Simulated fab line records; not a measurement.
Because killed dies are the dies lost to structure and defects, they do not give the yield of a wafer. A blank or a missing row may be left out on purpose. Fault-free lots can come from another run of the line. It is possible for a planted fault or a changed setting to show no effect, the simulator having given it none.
Chamber matching ; flow rit cmos ; 3 sister chambers for RIT_GATE_WET_ETCH_00 on wet bench-01
The step etches SiO2 in BOE, target depth 56 nm, time 60 s. 6 wafers are shown with their chamber, then 5 later ones without.

## WAFERS WITH THEIR CHAMBER
wafer;chamber;bath heat duty pct (%);run length s (s)
L815.5;2;2.1;86
L815.6;2;2.4;86
L819.4;3;1.3;86
L819.5;3;1.8;86
L820.5;1;1.6;85
L823.2;1;1.6;92

## WAFERS WHOSE CHAMBER IS MISSING
wafer;bath heat duty pct (%);run length s (s)
L823.3;1.6;92
L823.5;0.7;92
L836.1;1.1;93
L836.2;1.7;93
L836.4;2.2;93

## WHICH CHAMBER EACH ONE RAN IN
wafer;from the rows above;in truth
L823.3;can't be placed: 1 or 3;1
L823.5;can't be placed: 1 or 3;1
L836.1;can't be placed: 1 or 3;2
L836.2;can't be placed: 1 or 3 or 2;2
L836.4;can't be placed: 2 or 1 or 3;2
Placed correctly: 0 of 5. Not placeable from these rows: 5 (in 4, the candidates include the true chamber). Number placed wrongly: 0.
How it was worked out, from the rows above alone: a wafer's distance from a chamber is the root of the sum, over the readings, of the square of ((its reading less the chamber's mean) divided by the reading's scatter). If the next closest chamber is less than 2 further off than the closest, the wafer can't be placed; otherwise it belongs to the closest. A chamber's mean is the mean of its shown wafers. The scatter: the root of (the sum of the squares of (reading less its chamber's mean) over the shown wafers, divided by (wafers less chambers)).
